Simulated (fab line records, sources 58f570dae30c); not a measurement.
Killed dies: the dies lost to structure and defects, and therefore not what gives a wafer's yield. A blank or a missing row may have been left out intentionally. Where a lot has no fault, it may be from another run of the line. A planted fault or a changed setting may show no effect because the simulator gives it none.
fab line records :: flow berkeley-cmos170 :: part 2 of 2: steps 30 to 40 of 40
[record]
  lots = 5
  wafers = 15
  last-day = 12
route steps=331 shown START@1 ZERO@6 NWELL@14 PWELL@34
lots that met no fault: from a run of the same line without faults
start-h: the number of hours between the record's first day and the start of the first shown wafer of the lot :: wait-h: hours from the lot's prior step to this one :: " identical to the entry in the row above :: L1.1+2: several wafers, shown together as one row :: - no value present, or no start provided :: * or withheld: withheld :: < > ~ a bound
route shown NAME@n: a module of which the file shows steps, and the number in the route of the first :: usual: the fault-free wafers' mean and standard deviation :: same: alike in all rows :: chamber/n: place in a boat :: sites: per-site readings :: _std_site: standard deviation across them :: _edge_site: the outer-site mean with the inner-site mean subtracted :: radius-mm: how far each site lies from the wafer's centre :: mask NAME#n: copy n :: behind: the most recent tool/chamber to have shaped the wafer :: hold: what put the lot on hold/how long, in hours/how the hold closed :: device: the n, p or np transistor that did not switch :: end of line: at the end of the route, the tests of the same wafers :: for a step that has no rows: nothing shown but its recipe :: killed: dies lost to structure and defects at the first sort, not the wafer's yield :: map: per-die view of a wafer (x killed, . not killed, _ where there is no die)
set.NAME: the run value of the setting; set.NAME@STEP: its run value at that earlier step :: model.NAME: the simulator's own value behind a step, which no gauge read
lots seen at some steps along the route; tables by step, rows by wafer
services: the hour from which a tool's chamber was out of use, counted from the record's first day as start-h (under 0 if before that day), plus the number of hours and why
[[steps]]
[step UCB170_NWELL_TW_MEAS_16]
[usual]
  NWELL_TW = 1240/17
lot.wafer: L077.3
tool: film-metro-02
chamber: -
start-h: 56.31
wait-h: 0.1
NWELL_TW: 1221

lot.wafer: L077.5
tool: film-metro-02
chamber: -
start-h: 56.31
wait-h: 0.1
NWELL_TW: 1221

lot.wafer: L077.6
tool: film-metro-02
chamber: -
start-h: 56.31
wait-h: 0.1
NWELL_TW: 1224

lot.wafer: L079.2
tool: film-metro-03
chamber: -
start-h: 62.48
wait-h: 0.1
NWELL_TW: 1264

lot.wafer: L079.3
tool: film-metro-03
chamber: -
start-h: 62.48
wait-h: 0.1
NWELL_TW: 1260

lot.wafer: L079.4
tool: film-metro-03
chamber: -
start-h: 62.48
wait-h: 0.1
NWELL_TW: 1262

lot.wafer: L085.2
tool: film-metro-03
chamber: -
start-h: 94.54
wait-h: 0.1
NWELL_TW: 1253

lot.wafer: L085.3
tool: film-metro-03
chamber: -
start-h: 94.54
wait-h: 0.1
NWELL_TW: 1249

lot.wafer: L085.5
tool: film-metro-03
chamber: -
start-h: 94.54
wait-h: 0.1
NWELL_TW: 1244

lot.wafer: L087.1
tool: film-metro-02
chamber: -
start-h: 101.67
wait-h: 0.1
NWELL_TW: 1225

lot.wafer: L087.3
tool: film-metro-02
chamber: -
start-h: 101.67
wait-h: 0.1
NWELL_TW: 1231

lot.wafer: L087.4
tool: film-metro-02
chamber: -
start-h: 101.67
wait-h: 0.1
NWELL_TW: 1224

lot.wafer: L092.1
tool: film-metro-03
chamber: -
start-h: 131.94
wait-h: 0.1
NWELL_TW: 1249

lot.wafer: L092.2
tool: film-metro-03
chamber: -
start-h: 131.94
wait-h: 0.1
NWELL_TW: 1258

lot.wafer: L092.3
tool: film-metro-03
chamber: -
start-h: 131.94
wait-h: 0.1
NWELL_TW: 1255
[step UCB170_NWELL_CLEAN_17]
[recipe]
  chemistry = SPM
  temp-c = 120
  time-s = 600
lot.wafer: L077.3+5+6
tool: wet-bench-02
chamber: 0
start-h: 56.45
wait-h: 0.1

lot.wafer: L079.2+3+4
tool: wet-bench-03
chamber: 2
start-h: 62.63
wait-h: 0.1

lot.wafer: L085.2+3+5
tool: wet-bench-02
chamber: 0
start-h: 94.60
wait-h: 0.0

lot.wafer: L087.1+3+4
tool: wet-bench-01
chamber: 2
start-h: 104.55
wait-h: 2.9

lot.wafer: L092.1+2+3
tool: wet-bench-03
chamber: 1
start-h: 134.27
wait-h: 2.3
[step UCB170_NWELL_WET_ETCH_18]
[recipe]
  chemistry = H3PO4
  target = Si3N4
  temp-c = 160
  time-s = 14400
lot.wafer: L077.3+5+6
tool: wet-bench-02
chamber: 2
start-h: 56.63
wait-h: 0.0

lot.wafer: L079.2+3+4
tool: wet-bench-01
chamber: 1
start-h: 64.27
wait-h: 1.5

lot.wafer: L085.2+3+5
tool: wet-bench-02
chamber: 2
start-h: 94.95
wait-h: 0.2

lot.wafer: L087.1+3+4
tool: wet-bench-02
chamber: 2
start-h: 105.19
wait-h: 0.4

lot.wafer: L092.1+2+3
tool: wet-bench-03
chamber: 3
start-h: 134.96
wait-h: 0.5
[step UCB170_NWELL_WET_ETCH_19]
[recipe]
  chemistry = BOE
  dilution = 5:1
  target = SiO2
  temp-c = 25
  time-s = 22
lot.wafer: L077.3+5+6
tool: wet-bench-02
chamber: 0
start-h: 60.81
wait-h: 0.2

lot.wafer: L079.2+3+4
tool: wet-bench-02
chamber: 3
start-h: 68.43
wait-h: 0.2

lot.wafer: L085.2+3+5
tool: wet-bench-03
chamber: 3
start-h: 98.96
wait-h: 0.0

lot.wafer: L087.1+3+4
tool: wet-bench-01
chamber: 2
start-h: 109.56
wait-h: 0.0

lot.wafer: L092.1+2+3
tool: wet-bench-03
chamber: 1
start-h: 139.33
wait-h: 0.0
[step UCB170_PWELL_CLEAN_00]
[recipe]
  chemistry = SPM
  temp-c = 120
  time-s = 600
lot.wafer: L077.3+5+6
tool: wet-bench-03
chamber: 1
start-h: 61.25
wait-h: 0.4

lot.wafer: L079.2+3+4
tool: wet-bench-01
chamber: 3
start-h: 68.45
wait-h: 0.0

lot.wafer: L085.2+3+5
tool: wet-bench-02
chamber: 3
start-h: 98.97
wait-h: 0.0

lot.wafer: L087.1+3+4
tool: wet-bench-02
chamber: 3
start-h: 109.57
wait-h: 0.0

lot.wafer: L092.1+2+3
tool: wet-bench-03
chamber: 3
start-h: 139.35
wait-h: 0.0
[step UCB170_PWELL_CLEAN_01]
[recipe]
  chemistry = dHF
  dilution = 25:1
  time-s = 60
lot.wafer: L077.3+5+6
tool: wet-bench-03
chamber: 3
start-h: 61.50
wait-h: 0.1

lot.wafer: L079.2+3+4
tool: wet-bench-01
chamber: 0
start-h: 68.63
wait-h: 0.0

lot.wafer: L085.2+3+5
tool: wet-bench-01
chamber: 3
start-h: 99.16
wait-h: 0.0

lot.wafer: L087.1+3+4
tool: wet-bench-01
chamber: 3
start-h: 109.76
wait-h: 0.0

lot.wafer: L092.1+2+3
tool: wet-bench-02
chamber: 1
start-h: 139.55
wait-h: 0.0
[step UCB170_PWELL_OXIDATION_02]
[recipe]
  temp-c = 1000
  ambient = O2
  target-thk-a = 264
  ox-time-s = 1260
[usual]
  spike-tc-source-C = 1025/3.6
  zone-power-centre-pct = 45.5/1
  zone-power-load-pct = 35.9/1.8
[same]
  ox-time-s = 1260
lot.wafer: L077.3
tool: furnace-02
chamber: 0
start-h: 66.68
wait-h: 5.2
spike-tc-source-C: 1020
zone-power-centre-pct: 46.1
zone-power-load-pct: 36.9

lot.wafer: L077.5
tool: furnace-02
chamber: 0
start-h: 66.68
wait-h: 5.2
spike-tc-source-C: 1022
zone-power-centre-pct: 46.3
zone-power-load-pct: 36.4

lot.wafer: L077.6
tool: furnace-02
chamber: 0
start-h: 66.68
wait-h: 5.2
spike-tc-source-C: 1021
zone-power-centre-pct: 45.4
zone-power-load-pct: 37.2

lot.wafer: L079.2
tool: furnace-01
chamber: 0
start-h: 72.78
wait-h: 4.1
spike-tc-source-C: 1030
zone-power-centre-pct: 46.9
zone-power-load-pct: 33.4

lot.wafer: L079.3
tool: furnace-01
chamber: 0
start-h: 72.78
wait-h: 4.1
spike-tc-source-C: 1030
zone-power-centre-pct: 47.0
zone-power-load-pct: 32.3

lot.wafer: L079.4
tool: furnace-01
chamber: 0
start-h: 72.78
wait-h: 4.1
spike-tc-source-C: 1029
zone-power-centre-pct: 47.0
zone-power-load-pct: 32.8

lot.wafer: L085.2
tool: furnace-02
chamber: 0
start-h: 104.27
wait-h: 5.1
spike-tc-source-C: 1023
zone-power-centre-pct: 46.3
zone-power-load-pct: 37.3

lot.wafer: L085.3
tool: furnace-02
chamber: 0
start-h: 104.27
wait-h: 5.1
spike-tc-source-C: 1022
zone-power-centre-pct: 45.3
zone-power-load-pct: 36.8

lot.wafer: L085.5
tool: furnace-02
chamber: 0
start-h: 104.27
wait-h: 5.1
spike-tc-source-C: 1023
zone-power-centre-pct: 45.4
zone-power-load-pct: 37.0

lot.wafer: L087.1
tool: furnace-04
chamber: 0
start-h: 110.45
wait-h: 0.7
spike-tc-source-C: 1025
zone-power-centre-pct: 44.2
zone-power-load-pct: 37.1

lot.wafer: L087.3
tool: furnace-04
chamber: 0
start-h: 110.45
wait-h: 0.7
spike-tc-source-C: 1026
zone-power-centre-pct: 44.0
zone-power-load-pct: 36.2

lot.wafer: L087.4
tool: furnace-04
chamber: 0
start-h: 110.45
wait-h: 0.7
spike-tc-source-C: 1025
zone-power-centre-pct: 44.0
zone-power-load-pct: 36.4

lot.wafer: L092.1
tool: furnace-04
chamber: 0
start-h: 143.83
wait-h: 4.3
spike-tc-source-C: 1027
zone-power-centre-pct: 45.0
zone-power-load-pct: 36.8

lot.wafer: L092.2
tool: furnace-04
chamber: 0
start-h: 143.83
wait-h: 4.3
spike-tc-source-C: 1024
zone-power-centre-pct: 44.4
zone-power-load-pct: 36.8

lot.wafer: L092.3
tool: furnace-04
chamber: 0
start-h: 143.83
wait-h: 4.3
spike-tc-source-C: 1026
zone-power-centre-pct: 43.8
zone-power-load-pct: 36.8
[step UCB170_PWELL_THK_MEAS_03]
[recipe]
  reads = SiO2_of_PWELL_OXIDATION_02
[usual]
  PWELL_OXIDE_THK = 26.3/0.64
lot.wafer: L077.3
tool: film-metro-01
chamber: -
start-h: 68.05
wait-h: 0.0
PWELL_OXIDE_THK[nm]: 27.0

lot.wafer: L077.5
tool: film-metro-01
chamber: -
start-h: 68.05
wait-h: 0.0
PWELL_OXIDE_THK[nm]: 26.1

lot.wafer: L077.6
tool: film-metro-01
chamber: -
start-h: 68.05
wait-h: 0.0
PWELL_OXIDE_THK[nm]: 26.3

lot.wafer: L079.2
tool: film-metro-02
chamber: -
start-h: 74.14
wait-h: 0.0
PWELL_OXIDE_THK[nm]: 26.2

lot.wafer: L079.3
tool: film-metro-02
chamber: -
start-h: 74.14
wait-h: 0.0
PWELL_OXIDE_THK[nm]: 26.4

lot.wafer: L079.4
tool: film-metro-02
chamber: -
start-h: 74.14
wait-h: 0.0
PWELL_OXIDE_THK[nm]: 26.4

lot.wafer: L085.2
tool: film-metro-01
chamber: -
start-h: 105.63
wait-h: 0.0
PWELL_OXIDE_THK[nm]: 26.8

lot.wafer: L085.3
tool: film-metro-01
chamber: -
start-h: 105.63
wait-h: 0.0
PWELL_OXIDE_THK[nm]: 26.7

lot.wafer: L085.5
tool: film-metro-01
chamber: -
start-h: 105.63
wait-h: 0.0
PWELL_OXIDE_THK[nm]: 26.9

lot.wafer: L087.1
tool: film-metro-03
chamber: -
start-h: 111.80
wait-h: 0.0
PWELL_OXIDE_THK[nm]: 25.7

lot.wafer: L087.3
tool: film-metro-03
chamber: -
start-h: 111.80
wait-h: 0.0
PWELL_OXIDE_THK[nm]: 26.6

lot.wafer: L087.4
tool: film-metro-03
chamber: -
start-h: 111.80
wait-h: 0.0
PWELL_OXIDE_THK[nm]: 26.0

lot.wafer: L092.1
tool: film-metro-02
chamber: -
start-h: 145.18
wait-h: 0.0
PWELL_OXIDE_THK[nm]: 25.4

lot.wafer: L092.2
tool: film-metro-02
chamber: -
start-h: 145.18
wait-h: 0.0
PWELL_OXIDE_THK[nm]: 25.7

lot.wafer: L092.3
tool: film-metro-02
chamber: -
start-h: 145.18
wait-h: 0.0
PWELL_OXIDE_THK[nm]: 25.9
[step UCB170_PWELL_ANNEAL_04]
[recipe]
  temp-c = 1000
  time-s = 900
  ambient = N2
[usual]
  spike-tc-source-C = 1027/3.8
  zone-power-centre-pct = 46.0/0.93
  zone-power-load-pct = 34.5/1.9
lot.wafer: L077.3
tool: furnace-02
chamber: 0
start-h: 73.95
wait-h: 5.9
spike-tc-source-C: 1021
zone-power-centre-pct: 45.2
zone-power-load-pct: 36.7

lot.wafer: L077.5
tool: furnace-02
chamber: 0
start-h: 73.95
wait-h: 5.9
spike-tc-source-C: 1020
zone-power-centre-pct: 45.5
zone-power-load-pct: 36.9

lot.wafer: L077.6
tool: furnace-02
chamber: 0
start-h: 73.95
wait-h: 5.9
spike-tc-source-C: 1023
zone-power-centre-pct: 45.8
zone-power-load-pct: 37.5

lot.wafer: L079.2
tool: furnace-02
chamber: 0
start-h: 77.80
wait-h: 3.6
spike-tc-source-C: 1020
zone-power-centre-pct: 45.9
zone-power-load-pct: 37.0

lot.wafer: L079.3
tool: furnace-02
chamber: 0
start-h: 77.80
wait-h: 3.6
spike-tc-source-C: 1022
zone-power-centre-pct: 45.3
zone-power-load-pct: 37.1

lot.wafer: L079.4
tool: furnace-02
chamber: 0
start-h: 77.80
wait-h: 3.6
spike-tc-source-C: 1020
zone-power-centre-pct: 46.1
zone-power-load-pct: 36.7

lot.wafer: L085.2
tool: furnace-01
chamber: 0
start-h: 110.18
wait-h: 4.5
spike-tc-source-C: 1030
zone-power-centre-pct: 46.8
zone-power-load-pct: 33.8

lot.wafer: L085.3
tool: furnace-01
chamber: 0
start-h: 110.18
wait-h: 4.5
spike-tc-source-C: 1031
zone-power-centre-pct: 46.6
zone-power-load-pct: 32.5

lot.wafer: L085.5
tool: furnace-01
chamber: 0
start-h: 110.18
wait-h: 4.5
spike-tc-source-C: 1029
zone-power-centre-pct: 47.1
zone-power-load-pct: 33.2

lot.wafer: L087.1
tool: furnace-04
chamber: 0
start-h: 117.13
wait-h: 5.3
spike-tc-source-C: 1027
zone-power-centre-pct: 44.5
zone-power-load-pct: 37.1

lot.wafer: L087.3
tool: furnace-04
chamber: 0
start-h: 117.13
wait-h: 5.3
spike-tc-source-C: 1028
zone-power-centre-pct: 45.3
zone-power-load-pct: 36.5

lot.wafer: L087.4
tool: furnace-04
chamber: 0
start-h: 117.13
wait-h: 5.3
spike-tc-source-C: 1025
zone-power-centre-pct: 44.7
zone-power-load-pct: 36.6

lot.wafer: L092.1
tool: furnace-02
chamber: 0
start-h: 148.95
wait-h: 3.8
spike-tc-source-C: 1022
zone-power-centre-pct: 45.1
zone-power-load-pct: 36.5

lot.wafer: L092.2
tool: furnace-02
chamber: 0
start-h: 148.95
wait-h: 3.8
spike-tc-source-C: 1021
zone-power-centre-pct: 45.7
zone-power-load-pct: 36.6

lot.wafer: L092.3
tool: furnace-02
chamber: 0
start-h: 148.95
wait-h: 3.8
spike-tc-source-C: 1020
zone-power-centre-pct: 45.8
zone-power-load-pct: 36.4
[step UCB170_PWELL_CVD_05]
[recipe]
  material = Si3N4
  target-thk-nm = 220
  temp-c = 800
  precursor = SiH2Cl2/NH3
  time-s = 3300
  pressure-mtorr = 200
  sih2cl2-flow-sccm = 25
  nh3-flow-sccm = 75
[usual]
  spike-tc-source-C = 822.5/2.6
  zone-power-centre-pct = 35/3.4
  zone-power-load-pct = 21.0/0.54
lot.wafer: L077.3
tool: lpcvd-01
chamber: 1
start-h: 75.20
wait-h: 0.0
spike-tc-source-C: 823.6
zone-power-centre-pct: 39
zone-power-load-pct: 21.8

lot.wafer: L077.5
tool: lpcvd-01
chamber: 1
start-h: 75.20
wait-h: 0.0
spike-tc-source-C: 826.0
zone-power-centre-pct: 39
zone-power-load-pct: 21.9

lot.wafer: L077.6
tool: lpcvd-01
chamber: 1
start-h: 75.20
wait-h: 0.0
spike-tc-source-C: 825.5
zone-power-centre-pct: 39
zone-power-load-pct: 22.0

lot.wafer: L079.2
tool: lpcvd-01
chamber: 0
start-h: 79.05
wait-h: 0.0
spike-tc-source-C: 825.7
zone-power-centre-pct: 39
zone-power-load-pct: 21.4

lot.wafer: L079.3
tool: lpcvd-01
chamber: 0
start-h: 79.05
wait-h: 0.0
spike-tc-source-C: 827.5
zone-power-centre-pct: 38
zone-power-load-pct: 20.9

lot.wafer: L079.4
tool: lpcvd-01
chamber: 0
start-h: 79.05
wait-h: 0.0
spike-tc-source-C: 827.0
zone-power-centre-pct: 39
zone-power-load-pct: 21.2

lot.wafer: L085.2
tool: lpcvd-02
chamber: 1
start-h: 112.36
wait-h: 0.9
spike-tc-source-C: 820.1
zone-power-centre-pct: 31
zone-power-load-pct: 20.7

lot.wafer: L085.3
tool: lpcvd-02
chamber: 1
start-h: 112.36
wait-h: 0.9
spike-tc-source-C: 819.8
zone-power-centre-pct: 31
zone-power-load-pct: 20.3

lot.wafer: L085.5
tool: lpcvd-02
chamber: 1
start-h: 112.36
wait-h: 0.9
spike-tc-source-C: 821.2
zone-power-centre-pct: 31
zone-power-load-pct: 20.6

lot.wafer: L087.1
tool: lpcvd-02
chamber: 1
start-h: 118.38
wait-h: 0.0
spike-tc-source-C: 820.9
zone-power-centre-pct: 31
zone-power-load-pct: 20.5

lot.wafer: L087.3
tool: lpcvd-02
chamber: 1
start-h: 118.38
wait-h: 0.0
spike-tc-source-C: 821.4
zone-power-centre-pct: 31
zone-power-load-pct: 20.5

lot.wafer: L087.4
tool: lpcvd-02
chamber: 1
start-h: 118.38
wait-h: 0.0
spike-tc-source-C: 821.3
zone-power-centre-pct: 31
zone-power-load-pct: 20.3

lot.wafer: L092.1
tool: lpcvd-02
chamber: 0
start-h: 150.20
wait-h: 0.0
spike-tc-source-C: 820.2
zone-power-centre-pct: 36
zone-power-load-pct: 20.9

lot.wafer: L092.2
tool: lpcvd-02
chamber: 0
start-h: 150.20
wait-h: 0.0
spike-tc-source-C: 819.9
zone-power-centre-pct: 37
zone-power-load-pct: 20.7

lot.wafer: L092.3
tool: lpcvd-02
chamber: 0
start-h: 150.20
wait-h: 0.0
spike-tc-source-C: 822.1
zone-power-centre-pct: 37
zone-power-load-pct: 21.2
[step UCB170_PWELL_THK_MEAS_06]
[recipe]
  reads = Si3N4_of_PWELL_CVD_05
[usual]
  PWELL_NITRIDE_THK = 220.1/2.4
lot.wafer: L077.3
tool: film-metro-02
chamber: -
start-h: 77.13
wait-h: 0.0
PWELL_NITRIDE_THK[nm]: 220.3

lot.wafer: L077.5
tool: film-metro-02
chamber: -
start-h: 77.13
wait-h: 0.0
PWELL_NITRIDE_THK[nm]: 220.1

lot.wafer: L077.6
tool: film-metro-02
chamber: -
start-h: 77.13
wait-h: 0.0
PWELL_NITRIDE_THK[nm]: 221.0

lot.wafer: L079.2
tool: film-metro-01
chamber: -
start-h: 80.97
wait-h: 0.0
PWELL_NITRIDE_THK[nm]: 223.2

lot.wafer: L079.3
tool: film-metro-01
chamber: -
start-h: 80.97
wait-h: 0.0
PWELL_NITRIDE_THK[nm]: 221.5

lot.wafer: L079.4
tool: film-metro-01
chamber: -
start-h: 80.97
wait-h: 0.0
PWELL_NITRIDE_THK[nm]: 221.4

lot.wafer: L085.2
tool: film-metro-03
chamber: -
start-h: 114.28
wait-h: 0.0
PWELL_NITRIDE_THK[nm]: 220.1

lot.wafer: L085.3
tool: film-metro-03
chamber: -
start-h: 114.28
wait-h: 0.0
PWELL_NITRIDE_THK[nm]: 218.0

lot.wafer: L085.5
tool: film-metro-03
chamber: -
start-h: 114.28
wait-h: 0.0
PWELL_NITRIDE_THK[nm]: 221.0

lot.wafer: L087.1
tool: film-metro-01
chamber: -
start-h: 120.30
wait-h: 0.0
PWELL_NITRIDE_THK[nm]: 220.7

lot.wafer: L087.3
tool: film-metro-01
chamber: -
start-h: 120.30
wait-h: 0.0
PWELL_NITRIDE_THK[nm]: 221.6

lot.wafer: L087.4
tool: film-metro-01
chamber: -
start-h: 120.30
wait-h: 0.0
PWELL_NITRIDE_THK[nm]: 222.2

lot.wafer: L092.1
tool: film-metro-03
chamber: -
start-h: 152.12
wait-h: 0.0
PWELL_NITRIDE_THK[nm]: 217.5

lot.wafer: L092.2
tool: film-metro-03
chamber: -
start-h: 152.12
wait-h: 0.0
PWELL_NITRIDE_THK[nm]: 219.3

lot.wafer: L092.3
tool: film-metro-03
chamber: -
start-h: 152.12
wait-h: 0.0
PWELL_NITRIDE_THK[nm]: 216.9
[[services]]
tool: furnace-04
chamber: -
start-h: 1.79
hours: 3.7
kind: pm

tool: rie-diel-01
chamber: 0
start-h: 2.77
hours: 23.7
kind: repair

tool: wet-bench-02
chamber: -
start-h: 20.04
hours: 2.0
kind: repair

tool: furnace-01
chamber: -
start-h: 31.82
hours: 4.2
kind: pm

tool: krf-scanner-01
chamber: -
start-h: 32.01
hours: 1.3
kind: pm

tool: wet-bench-02
chamber: -
start-h: 33.76
hours: 2.9
kind: repair

tool: implanter-02
chamber: -
start-h: 38.79
hours: 6.9
kind: pm

tool: furnace-02
chamber: -
start-h: 38.82
hours: 3.2
kind: pm

tool: furnace-04
chamber: -
start-h: 40.55
hours: 3.3
kind: pm

tool: furnace-01
chamber: -
start-h: 43.39
hours: 5.2
kind: pm

tool: plasma-asher-03
chamber: -
start-h: 53.44
hours: 3.5
kind: repair

tool: furnace-02
chamber: -
start-h: 80.40
hours: 4.0
kind: pm

tool: rie-diel-01
chamber: 1
start-h: 87.42
hours: 8.6
kind: repair

tool: furnace-01
chamber: -
start-h: 88.48
hours: 3.3
kind: pm

tool: implanter-02
chamber: -
start-h: 88.80
hours: 2.2
kind: repair

tool: plasma-asher-03
chamber: -
start-h: 104.32
hours: 2.4
kind: repair

tool: krf-scanner-02
chamber: -
start-h: 106.40
hours: 1.3
kind: pm

tool: krf-scanner-01
chamber: -
start-h: 107.96
hours: 1.0
kind: pm

tool: krf-scanner-02
chamber: -
start-h: 120.38
hours: 1.0
kind: repair

tool: krf-scanner-02
chamber: -
start-h: 132.50
hours: 1.0
kind: pm

tool: krf-scanner-01
chamber: -
start-h: 133.98
hours: 0.8
kind: pm

tool: krf-scanner-02
chamber: -
start-h: 143.87
hours: 0.7
kind: repair

tool: rie-diel-01
chamber: 3
start-h: 145.08
hours: 2.5
kind: repair

tool: furnace-04
chamber: -
start-h: 146.03
hours: 2.4
kind: repair
